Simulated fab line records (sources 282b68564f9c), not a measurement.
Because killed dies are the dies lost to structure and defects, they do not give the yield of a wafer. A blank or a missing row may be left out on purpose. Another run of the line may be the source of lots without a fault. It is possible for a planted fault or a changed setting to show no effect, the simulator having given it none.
Which tool did it? + flow rit_cmos + 14 lots, 42 wafers sampled, at 2 steps of a route of 202

== WHAT THE GAUGES READ, wafer by wafer ==
RIT_PLDD_OVL_MEAS_06.
| lot  | measured    | on         | PLDD_OVL (nm)  |
|------|-------------|------------|----------------|
| L412 | day 2 19:37 | overlay-02 | -1.6 -2.2 -2.4 |
| L413 | day 2 22:59 | overlay-01 | -2.0 -0.6 -0.9 |
| L414 | day 3 06:12 | overlay-01 | -1.7 -2.1 -0.9 |
| L416 | day 3 15:15 | overlay-02 | -3.6 -1.9 -1.8 |
| L419 | day 4 08:35 | overlay-01 | -1.7 -1.9 -2.3 |
| L421 | day 4 17:59 | overlay-02 | 2.2 2.7 2.2    |
| L422 | day 4 22:50 | overlay-02 | -2.5 -1.2 -1.5 |
| L425 | day 6 01:01 | overlay-02 | -1.9 -1.7 -2.2 |
| L427 | day 6 06:49 | overlay-02 | 0.4 0.6 -0.7   |
| L428 | day 6 14:12 | overlay-02 | -2.2 -3.1 -4.2 |
| L431 | day 7 02:25 | overlay-01 | 1.4 -0.9 0.4   |
| L432 | day 7 04:33 | overlay-01 | 2.3 0.8 0.4    |
| L433 | day 7 10:21 | overlay-02 | -1.4 -0.3 -1.2 |
| L434 | day 7 13:25 | overlay-02 | -1.3 -0.1 0.0  |

== TOOL THAT RAN EACH LOT (tool first, then ch and the chambers of the sampled wafers, then the start) ==
| lot  | RIT_ACTIVE_STRIP_14                 |
|------|-------------------------------------|
| L412 | plasma_asher-04 ch 0,1, day 1 14:57 |
| L413 | plasma_asher-03 ch 0,1, day 1 19:58 |
| L414 | plasma_asher-03 ch 0,1, day 2 00:58 |
| L416 | plasma_asher-03 ch 0,1, day 2 10:59 |
| L419 | plasma_asher-03 ch 0,1, day 3 01:58 |
| L421 | plasma_asher-04 ch 0,1, day 3 11:50 |
| L422 | plasma_asher-04 ch 0,1, day 3 18:01 |
| L425 | plasma_asher-04 ch 0,1, day 4 07:50 |
| L427 | plasma_asher-01 ch 1, day 4 17:52   |
| L428 | plasma_asher-04 ch 0,1, day 5 00:19 |
| L431 | plasma_asher-01 ch 0,1, day 5 14:53 |
| L432 | plasma_asher-01 ch 0,1, day 5 19:57 |
| L433 | plasma_asher-04 ch 0,1, day 6 01:43 |
| L434 | plasma_asher-03 ch 0,1, day 6 06:54 |
- RIT_ACTIVE_STRIP_14: strips in O2, time 180 s.

== WHAT THE TOOLS THEMSELVES READ (means of the sampled wafers that have a number; where no wafer has one, the mark that the record gives instead) ==
RIT_ACTIVE_STRIP_14.
| lot  | tool            | drypump_motor_current_A (A) |
|------|-----------------|-----------------------------|
| L412 | plasma_asher-04 | 6.1                         |
| L413 | plasma_asher-03 | 5.9                         |
| L414 | plasma_asher-03 | 5.9                         |
| L416 | plasma_asher-03 | 5.5                         |
| L419 | plasma_asher-03 | 5.4                         |
| L421 | plasma_asher-04 | 5.5                         |
| L422 | plasma_asher-04 | 5.5                         |
| L425 | plasma_asher-04 | 5.5                         |
| L427 | plasma_asher-01 | 4.8                         |
| L428 | plasma_asher-04 | 6.0                         |
| L431 | plasma_asher-01 | 5.1                         |
| L432 | plasma_asher-01 | 5.1                         |
| L433 | plasma_asher-04 | 6.0                         |
| L434 | plasma_asher-03 | 5.4                         |

== THE ANSWER, worked out from the rows above alone ==
Rule: what is usual is taken from the lots themselves. Put in order of their means at a reading, lots are off if they are a third of the lots or fewer, leave a main group of 4 or more, and stand apart from it by a gap of 3 or more times the standard deviation of the main group's means; of several such gaps the widest counts. A main group whose means are all the same, to the digits that the tables above print for the reading, isn't used. A lot without any number at a reading at which 4 lots or more have one is off too. The other lots that the step has rows for count as sound. After the gauges, taken in route order, come the tools' own readings; for these a lot's mean is taken, as printed above. At the first step where some lot is off, the reading lying furthest off is the one used; lots without a number count as furthest.
No lot is off at any reading shown: from this, nothing can be told.

== WHAT THE SIMULATOR HAD INSERTED ==
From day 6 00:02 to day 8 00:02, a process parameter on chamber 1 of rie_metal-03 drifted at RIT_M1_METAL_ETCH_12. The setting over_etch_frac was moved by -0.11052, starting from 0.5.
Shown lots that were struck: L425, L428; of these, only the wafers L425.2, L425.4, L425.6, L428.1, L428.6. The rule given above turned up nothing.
